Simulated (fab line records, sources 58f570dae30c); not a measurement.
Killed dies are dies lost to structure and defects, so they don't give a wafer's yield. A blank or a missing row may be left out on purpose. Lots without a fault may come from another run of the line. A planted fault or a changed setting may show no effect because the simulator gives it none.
One fault seen from 2 desks | flow berkeley_cmos170 | each desk has only its own numbers; what lay behind them comes last

THE TOOL OWNER'S DESK: implanter-02
The tool's own readings at UCB170_PSD_IMPLANT_08: means of the sampled wafers that have a number, for each lot that ran on this tool. A lot is out of limits, marked OUT, if its mean lies more than 4 standard deviations from the usual mean; the brackets give that distance.
Columns: A = dose_ions_cm2 at UCB170_PSD_IMPLANT_08, usual 3.001e+15; B = faraday_current_uA at UCB170_PSD_IMPLANT_08, usual 9278
lot  | first seen here | A                           | B
L465 | day 6 12:01     | 2.996e+15                   | 9428
L466 | day 6 15:39     | 3.002e+15                   | 9388
L472 | day 7 22:19     | 2.999e+15                   | 9372
L473 | day 8 07:34     | 3.002e+15                   | 9238
L476 | day 9 04:21     | 3.509e+15 (+99 or more) OUT | 10963 (+8.4) OUT
L480 | day 9 17:09     | 3.506e+15 (+99 or more) OUT | 10564 (+6.4) OUT
This desk's finding: out of limits on L476, L480; first on L476, day 9 04:21 (dose_ions_cm2 at UCB170_PSD_IMPLANT_08). In limits: L465, L466, L472, L473.

THE METROLOGY DESK
What the gauges read, lot by lot, whatever tool the lot ran on: means of the sampled wafers that have a number. A lot is out of limits, marked OUT, if its mean lies more than 4 standard deviations from the usual mean; the brackets give that distance.
Columns: A = PSD_TW at UCB170_PSD_TW_MEAS_10, usual 2318; B = PSD_RS at UCB170_SDANNEAL_RS_MEAS_02, usual 75.54 ohm/sq
lot  | first seen here | A               | B
L465 | day 6 12:16     | 2281            | 75.54
L466 | day 6 15:53     | 2323            | 75.53
L467 | day 6 16:09     | 2325            | 75.86
L469 | day 7 12:16     | 2330            | 75.73
L472 | day 7 22:34     | 2302            | 75.38
L471 | day 7 22:42     | 2329            | 75.65
L473 | day 8 07:48     | 2328            | 75.50
L478 | day 9 04:22     | 2276            | 75.54
L476 | day 9 04:36     | 2452 (+5.6) OUT | 67.11 (-38) OUT
L477 | day 9 04:58     | 2348            | 75.41
L480 | day 9 17:24     | 2457 (+5.8) OUT | 67.00 (-39) OUT
L482 | day 10 03:43    | 2336            | 75.64
L485 | day 10 06:59    | 2283            | 75.29
L488 | day 11 11:38    | 2357            | 75.37
This desk's finding: out of limits on L476, L480; first on L476, day 9 04:36 (PSD_TW at UCB170_PSD_TW_MEAS_10). In limits: L465, L466, L467, L469, L472, L471, L473, L478, L477, L482, L485, L488.

PUT TOGETHER
The tool owner's desk could have raised an alarm at day 9 04:21, on L476, L480.
The metrology desk could have raised an alarm at day 9 04:36, on L476, L480.
Of the lots named, all ran UCB170_PSD_IMPLANT_08 on implanter-02.

WHAT THE SIMULATOR HAD PUT IN
Process parameter drift: implanter-02, from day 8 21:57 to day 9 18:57, at UCB170_PSD_IMPLANT_08. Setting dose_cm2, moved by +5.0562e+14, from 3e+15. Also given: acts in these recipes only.
Lots struck among those shown: L476, L480.
Hours from the fault's start to each desk's first reading out of limits: the tool owner's desk, 6; the metrology desk, 7.
